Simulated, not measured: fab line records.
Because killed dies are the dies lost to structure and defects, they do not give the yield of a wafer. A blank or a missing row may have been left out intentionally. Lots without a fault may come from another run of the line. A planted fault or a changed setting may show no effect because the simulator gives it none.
fab line records	flow rit-cmos
record: lots: 6	wafers: 18	last-day: 7
route steps=202 shown PSD@144 SDANNEAL@153 NSD@158 PLDD@159 NLDD@160 M1@202
lots that met no fault: taken from a fault-free run of the same line
start-h: hours from the record's first day to the start of the lot's first wafer shown	wait-h: time in hours since the lot's previous step	" identical to the entry in the row above	L1.1+2: a row that stands for several wafers	- either no value or no given start	* or withheld: withheld	< > ~ a bound
route shown NAME@n: a module of which the file shows steps, and the number in the route of the first	usual: the fault-free wafers' mean and standard deviation	same: alike in all rows	chamber/n: place in a boat	sites: per-site readings	_std_site: their standard deviation	_edge_site: inner sites' mean taken away from outer sites' mean	radius-mm: for every site, how far away it sits from the centre of the wafer	mask NAME#n: copy n	behind: the tool/chamber that last shaped the wafer	hold: what put the lot on hold/how long, in hours/how the hold closed	device: names the non-switching transistor (n, p or np)	end of line: tests of these same wafers at the route's end	a step with no rows: only its recipe	killed: count of dies lost to structure and defects at first sort (not the wafer's yield)	map: a wafer's dies, marking killed ones x, the rest . and places with no die _
set.NAME: the setting that was run; set.NAME@STEP: the one run at that earlier step	model.NAME: the simulator's own value behind a step, which no gauge read
lots at some steps of the route; a table a step, a row a wafer
services: the hour from which a tool's chamber was out of use, counted from the record's first day as start-h (under 0 if before that day), plus the number of hours and why
== steps ==
step: RIT_PSD_SOFTBAKE_02
recipe: resist: NOVOLAK	temp-c: 90	time-s: 60
step: RIT_PSD_EXPOSE_03
recipe: mask-id: M10	na: 0.57	target-cd-nm: 40900	dose-mj: 250
step: RIT_PSD_PEB_04
recipe: resist: NOVOLAK	temp-c: withheld	time-s: withheld
step: RIT_PSD_DEVELOP_05
recipe: resist: NOVOLAK	develop-time-s: 50	dev-temp-c: 23
step: RIT_PSD_OVL_MEAS_06
usual: PSD_OVL: 0.9/1.1
lot.wafer	tool	chamber	start-h	wait-h	PSD_OVL[nm]
L888.2	overlay-02	-	58.06	-	2.2
L888.3	"	-	"	"	1.4
L888.5	"	-	"	"	2.9
L892.4	overlay-02	-	79.59	-	0.4
L892.5	"	-	"	"	0.9
L892.6	"	-	"	"	1.4
L895.2	overlay-01	-	94.23	-	0.9
L895.3	"	-	"	"	1.8
L895.5	"	-	"	"	1.3
L902.2	overlay-01	-	129.01	-	0.0
L902.3	"	-	"	"	-0.2
L902.5	"	-	"	"	-0.6
L904.1	overlay-02	-	138.94	-	1.8
L904.2	"	-	"	"	1.4
L904.3	"	-	"	"	2.0
L909.1	overlay-02	-	168.36	-	-0.4
L909.2	"	-	"	"	0.2
L909.5	"	-	"	"	-1.9
step: RIT_PSD_HARDBAKE_07
recipe: resist: NOVOLAK	temp-c: 140	time-s: 60
step: RIT_PSD_IMPLANT_08
recipe: species: BF2	energy-kev: 27	dose-cm2: 4.949e+15	tilt-deg: 7
step: RIT_PSD_STRIP_09
recipe: chemistry: O2	time-s: 180	resist: NOVOLAK	platen-temp-c: withheld	power-w: 500	pressure-mtorr: 4000	o2-flow-sccm: 4000
usual: drypump-motor-current-A: 5.9/0.52
same: time-s: 180
lot.wafer	tool	chamber	start-h	wait-h	drypump-motor-current-A	rf-hours-counter-h
L888.2	plasma-asher-04	0	58.39	0.1	5.9	39
L888.3	"	0	"	"	5.9	-
L888.5	"	0	"	"	5.9	-
L892.4	plasma-asher-04	1	79.96	0.1	6.4	-
L892.5	"	1	"	"	6.4	-
L892.6	"	0	"	"	5.9	-
L895.2	plasma-asher-02	1	94.56	0.1	4.9	31
L895.3	"	0	"	"	5.1	-
L895.5	"	0	"	"	5.1	-
L902.2	plasma-asher-01	0	129.34	0.1	6.4	1
L902.3	"	1	"	"	5.2	-
L902.5	"	1	"	"	5.2	-
L904.1	plasma-asher-01	1	139.28	0.1	5.1	3
L904.2	"	0	"	"	6.5	3
L904.3	"	0	"	"	6.4	-
L909.1	plasma-asher-02	1	168.69	0.1	4.9	39
L909.2	"	0	"	"	5.1	39
L909.5	"	1	"	"	4.9	-
step: RIT_PSD_TW_MEAS_10
usual: PSD_TW: 3441/22
lot.wafer	tool	chamber	start-h	wait-h	PSD_TW
L888.2	film-metro-04	-	58.57	0.1	3442
L888.3	"	-	"	"	3461
L888.5	"	-	"	"	3443
L892.4	film-metro-03	-	80.11	0.1	3459
L892.5	"	-	"	"	3443
L892.6	"	-	"	"	3424
L895.2	film-metro-02	-	94.74	0.1	3424
L895.3	"	-	"	"	3414
L895.5	"	-	"	"	3431
L902.2	film-metro-03	-	129.52	0.1	3442
L902.3	"	-	"	"	3443
L902.5	"	-	"	"	3461
L904.1	film-metro-04	-	139.45	0.1	3473
L904.2	"	-	"	"	3444
L904.3	"	-	"	"	3478
L909.1	film-metro-04	-	168.87	0.1	3443
L909.2	"	-	"	"	3448
L909.5	"	-	"	"	3440
step: RIT_SDANNEAL_CLEAN_00
recipe: chemistry: SC1	mix: 3:3:50	time-s: 600	temp-c: 75
step: RIT_SDANNEAL_CLEAN_01
recipe: chemistry: dHF	dilution: 50:1	time-s: 30
step: RIT_SDANNEAL_CLEAN_02
recipe: chemistry: SC2	mix: 3:3:50	time-s: 600	temp-c: 75	dry: n2-spin
step: RIT_SDANNEAL_RTA_03
recipe: temp-c: 1050	time-s: 5	idle-temp-c: 600	ramp-up-c-per-s: 342	ramp-down-c-per-s: 171	cool-to-c: 600	ambient: N2
usual: wafer_temp_C_max: 1053.5/1.1
same: time-s: 5
lot.wafer	tool	chamber	start-h	wait-h	wafer_temp_C_max
L888.2	rtp-anneal-02	0	59.00	0.0	1054.0
L888.3	"	0	"	"	1054.3
L888.5	"	0	"	"	1052.7
L892.4	rtp-anneal-02	0	80.55	0.0	1053.8
L892.5	"	0	"	"	1052.3
L892.6	"	0	"	"	1053.2
L895.2	rtp-anneal-01	0	95.17	0.0	1054.0
L895.3	"	0	"	"	1054.5
L895.5	"	0	"	"	1053.4
L902.2	rtp-anneal-02	0	129.95	0.0	1052.4
L902.3	"	0	"	"	1051.8
L902.5	"	0	"	"	1053.5
L904.1	rtp-anneal-02	0	139.88	0.0	1053.1
L904.2	"	0	"	"	1053.8
L904.3	"	0	"	"	1052.9
L909.1	rtp-anneal-01	0	169.30	0.0	1054.2
L909.2	"	0	"	"	1053.6
L909.5	"	0	"	"	1052.8
step: RIT_SDANNEAL_RS_MEAS_04
recipe: thk-meas-gauge: four-point-probe
usual: PSD_RS: 116.0/0.33
lot.wafer	tool	chamber	start-h	wait-h	PSD_RS[ohm/sq]
L888.2	film-metro-04	-	59.07	0.1	116.7
L888.3	"	-	"	"	116.3
L888.5	"	-	"	"	116.2
L892.4	film-metro-04	-	80.64	0.1	115.9
L892.5	"	-	"	"	116.0
L892.6	"	-	"	"	116.3
L895.2	film-metro-03	-	95.24	0.1	116.4
L895.3	"	-	"	"	116.2
L895.5	"	-	"	"	115.8
L902.2	film-metro-03	-	130.02	0.1	127.8
L902.3	"	-	"	"	128.0
L902.5	"	-	"	"	127.5
L904.1	film-metro-03	-	139.94	0.0	127.7
L904.2	"	-	"	"	127.8
L904.3	"	-	"	"	127.7
L909.1	film-metro-03	-	169.35	0.0	115.9
L909.2	"	-	"	"	115.8
L909.5	"	-	"	"	115.8
step: RIT_SDANNEAL_RS_MEAS_05
recipe: thk-meas-gauge: four-point-probe
usual: NSD_RS: 83.29/0.26
lot.wafer	tool	chamber	start-h	wait-h	NSD_RS[ohm/sq]
L888.2	film-metro-04	-	59.19	0.1	83.33
L888.3	"	-	"	"	83.23
L888.5	"	-	"	"	83.31
L892.4	film-metro-04	-	80.76	0.1	83.80
L892.5	"	-	"	"	83.87
L892.6	"	-	"	"	83.54
L895.2	film-metro-03	-	95.36	0.1	83.30
L895.3	"	-	"	"	83.21
L895.5	"	-	"	"	83.33
L902.2	film-metro-03	-	130.14	0.1	83.73
L902.3	"	-	"	"	83.87
L902.5	"	-	"	"	84.02
L904.1	film-metro-03	-	140.06	0.1	83.75
L904.2	"	-	"	"	84.15
L904.3	"	-	"	"	84.12
L909.1	film-metro-03	-	169.47	0.1	83.16
L909.2	"	-	"	"	83.44
L909.5	"	-	"	"	83.34
step: RIT_SDANNEAL_RS_MEAS_06
recipe: thk-meas-gauge: four-point-probe
usual: PLDD_RS: 179.6/0.46
lot.wafer	tool	chamber	start-h	wait-h	PLDD_RS[ohm/sq]
L888.2	film-metro-04	-	59.31	0.1	179.9
L888.3	"	-	"	"	179.8
L888.5	"	-	"	"	179.4
L892.4	film-metro-04	-	80.88	0.1	180.7
L892.5	"	-	"	"	179.8
L892.6	"	-	"	"	180.1
L895.2	film-metro-03	-	95.48	0.1	179.9
L895.3	"	-	"	"	179.2
L895.5	"	-	"	"	179.6
L902.2	film-metro-03	-	130.26	0.1	191.9
L902.3	"	-	"	"	192.2
L902.5	"	-	"	"	191.8
L904.1	film-metro-03	-	140.18	0.1	193.0
L904.2	"	-	"	"	192.4
L904.3	"	-	"	"	192.5
L909.1	film-metro-03	-	169.59	0.1	178.9
L909.2	"	-	"	"	178.9
L909.5	"	-	"	"	178.9
step: RIT_SDANNEAL_RS_MEAS_07
recipe: thk-meas-gauge: four-point-probe
usual: NLDD_RS: 154.6/0.69
lot.wafer	tool	chamber	start-h	wait-h	NLDD_RS[ohm/sq]
L888.2	film-metro-04	-	59.43	0.1	154.4
L888.3	"	-	"	"	154.4
L888.5	"	-	"	"	153.8
L892.4	film-metro-04	-	81.00	0.1	154.5
L892.5	"	-	"	"	154.1
L892.6	"	-	"	"	154.6
L895.2	film-metro-03	-	95.60	0.1	154.0
L895.3	"	-	"	"	153.7
L895.5	"	-	"	"	154.3
L902.2	film-metro-03	-	130.38	0.1	154.0
L902.3	"	-	"	"	154.6
L902.5	"	-	"	"	153.6
L904.1	film-metro-03	-	140.30	0.1	153.9
L904.2	"	-	"	"	154.3
L904.3	"	-	"	"	153.9
L909.1	film-metro-03	-	169.71	0.1	154.4
L909.2	"	-	"	"	154.2
L909.5	"	-	"	"	154.5
step: RIT_M1_PROBE_99
usual: killed-at-contacts: 0.1/0.29	killed-at-front-end: 7/3	killed-dies: 7/3	killed-open: 3.5/2	killed-short: 3.4/2
same: gross-dies: 264	killed_at_M0_to_M3: 0	killed_at_M4_up: 0	killed-at-back-side: 0	killed-at-other: 0
lot.wafer	tool	chamber	start-h	wait-h	killed-at-contacts	killed-at-front-end	killed-dies	killed-open	killed-short	model.etest.pmos-turned.r-on-ohm-um	model.etest.pmos_0p3.r-on-ohm-um	model.etest.pmos_0p15.r-on-ohm-um	model.etest.pmos_0p15.drive-ua-um-rim-less-centre	model.etest.pmos_0p15.drive-ua-um-range	model.etest.pldd.rs-ohm-sq-rim-less-centre	model.etest.pldd.rs-ohm-sq-range	model.etest.pmos-turned.drive-ua-um
L888.2	prober-01	-	66.58	0.1	0	2	2	1	1	3330	6217	2733	-1.911	3.466	-9.555	13.16	197.9
L888.3	prober-01	-	66.63	0.2	0	7	7	7	0	3454	6366	2859	2.877	4.393	-12.78	15.46	187.3
L888.5	prober-01	-	66.73	0.2	0	5	5	3	2	3378	6268	2775	-0.9742	3.256	-1.674	8.288	193.5
L892.4	prober-01	-	88.95	0.2	0	5	5	2	3	3345	6416	2716	1.21	4.586	-3.984	16.77	196.2
L892.5	prober-01	-	89.00	0.2	0	4	4	2	2	3487	6431	2798	2.864	4.511	-3.253	8.643	187.4
L892.6	prober-01	-	89.05	0.2	0	4	4	2	2	3429	6376	2777	0.8903	3.17	-10.69	14.45	187.3
L895.2	prober-02	-	102.65	0.1	0	7	7	4	3	3410	6265	2753	-2.149	6.275	1.687	11.16	193.4
L895.3	prober-02	-	102.70	0.2	0	11	11	7	4	3497	6437	2860	-4.855	6.024	-0.6543	9.241	187.4
L895.5	prober-02	-	102.80	0.2	0	9	9	6	3	3398	6279	2756	-2.009	3.32	-4.719	8.615	195.2
L902.2	prober-01	-	137.64	0.1	0	10	10	5	5	3790	6664	3017	-37.33	38.76	41.04	42.67	163.7
L902.3	prober-01	-	137.69	0.2	0	11	11	8	3	3825	6609	3030	-37.33	37.96	32.54	36.89	162.4
L902.5	prober-01	-	137.79	0.2	0	3	3	3	0	3978	6673	3109	-38.52	38.97	38.34	39.83	154.1
L904.1	prober-01	-	148.45	0.1	0	8	8	5	3	4092	6903	3172	-41.19	41.69	39.3	44.97	149.1
L904.2	prober-01	-	148.50	0.1	1	6	7	5	2	3985	6989	3156	-43.56	44.17	33.19	35.77	149
L904.3	prober-01	-	148.55	0.2	0	10	10	8	2	4153	6929	3232	-41.01	42.62	33.76	35.23	144.2
L909.1	prober-01	-	177.06	0.1	0	8	8	6	2	3490	6592	2843	-3.838	4.498	12.05	15.29	185.7
L909.2	prober-01	-	177.11	0.1	0	5	5	3	2	3341	6323	2723	-1.607	5.269	10.2	16.27	196.4
L909.5	prober-01	-	177.26	0.2	0	6	6	5	1	3417	6404	2794	-2.447	5.161	9.837	14.39	193
killed by level:class
L888.2 SPACER:geometric-particle:open=1 SILICIDE:geometric-particle:short=1
L888.3 GATE:geometric-particle:open=3 SILICIDE:geometric-particle:open=3 SPACER:geometric-particle:open=1
L888.5 FOX1:geometric-particle:short=1 FOX1:geometric-particle:open=1 GATE:geometric-particle:short=1 GATE:geometric-particle:open=1 SILICIDE:geometric-particle:open=1
L892.4 FOX2:geometric-particle:open=1 FOX2:geometric-particle:short=1 REOX:geometric-particle:short=1 SILICIDE:geometric-particle:open=1 SILICIDE:geometric-particle:short=1
L892.5 FOX2:geometric-particle:short=1 GATE:geometric-particle:short=1 REOX:geometric-particle:open=1 SILICIDE:geometric-particle:open=1
L892.6 SILICIDE:geometric-particle:short=2 GATE:geometric-particle:open=1 REOX:geometric-particle:open=1
L895.2 SILICIDE:geometric-particle:short=3 SPACER:geometric-particle:open=2 SILICIDE:geometric-particle:open=2
L895.3 SILICIDE:geometric-particle:open=3 GATE:geometric-particle:open=2 GATE:geometric-particle:short=2 REOX:geometric-particle:open=2 SILICIDE:geometric-particle:short=2
L895.5 GATE:geometric-particle:open=2 SPACER:geometric-particle:short=2 SILICIDE:geometric-particle:open=2 FOX1:geometric-particle:open=1 FOX2:geometric-particle:open=1 FOX2:geometric-particle:short=1
L902.2 GATE:geometric-particle:short=4 GATE:geometric-particle:open=3 REOX:geometric-particle:open=1 SPACER:geometric-particle:open=1 SILICIDE:geometric-particle:short=1
L902.3 FOX1:geometric-particle:open=5 GATE:geometric-particle:open=2 FOX1:geometric-particle:short=1 GATE:geometric-particle:short=1 REOX:geometric-particle:open=1 SILICIDE:geometric-particle:short=1
L902.5 GATE:geometric-particle:open=2 SPACER:geometric-particle:open=1
L904.1 FOX1:geometric-particle:open=4 FOX1:geometric-particle:short=2 FOX2:geometric-particle:short=1 GATE:geometric-particle:open=1
L904.2 GATE:geometric-particle:short=2 GATE:geometric-particle:open=2 REOX:geometric-particle:open=1 SILICIDE:geometric-particle:open=1 CONTACT:geometric-particle:open=1
L904.3 FOX1:geometric-particle:open=3 SPACER:geometric-particle:open=3 GATE:geometric-particle:open=1 GATE:geometric-particle:short=1 REOX:geometric-particle:short=1 REOX:geometric-particle:open=1
L909.1 FOX2:geometric-particle:open=3 FOX2:geometric-particle:short=2 FOX1:geometric-particle:open=1 SPACER:geometric-particle:open=1 SILICIDE:geometric-particle:open=1
L909.2 FOX1:geometric-particle:open=2 FOX2:geometric-particle:open=1 GATE:geometric-particle:short=1 SILICIDE:geometric-particle:short=1
L909.5 GATE:geometric-particle:open=3 FOX2:geometric-particle:open=2 FOX1:geometric-particle:short=1
== services ==
tool	chamber	start-h	hours	kind
plasma-asher-02	-	106.27	1.4	repair
plasma-asher-01	-	108.75	9.0	pm
plasma-asher-01	0	108.75	9.0	vent-cycle
plasma-asher-01	1	108.75	9.0	vent-cycle
plasma-asher-01	0	117.75	-	clean
plasma-asher-01	1	117.75	-	clean
== key ==
first-sign: step: RIT_SDANNEAL_RS_MEAS_04	reading: PSD_RS	direction: up	sigmas: 36	usual: 116.0	struck: 127.8
effect: step: RIT_SDANNEAL_RS_MEAS_05	reading: NSD_RS	direction: up	sigmas: 2.5	usual: 83.29	struck: 83.94
effect: step: RIT_SDANNEAL_RS_MEAS_06	reading: PLDD_RS	direction: up	sigmas: 28	usual: 179.6	struck: 192.3
model-effect: step: RIT_M1_PROBE_99	value: etest.pmos-turned.r-on-ohm-um	without: 3568	struck: 3970
met-at RIT_SDANNEAL_RTA_03
struck-wafers L902.2,L902.3,L902.5,L904.1,L904.2,L904.3
tester-left-out L902,L904
onset-between 80.55 129.95
also-fits RIT_PSD_STRIP_09:plasma-asher-01
fault: kind: process-parameter-drift	tool: rtp-anneal-02	chamber: -	onset-h: 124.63	steps: RIT_SDANNEAL_RTA_03	channel: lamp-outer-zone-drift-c	offset: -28	shape: step	end-h: 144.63
tester-left-out: of these lots the tester's yield and bins aren't shown, on N5 and GAA mostly nor the transistor test; their killed dies are dies lost to structure and defects alone, not to doping, threshold or leakage, so they don't give the yield
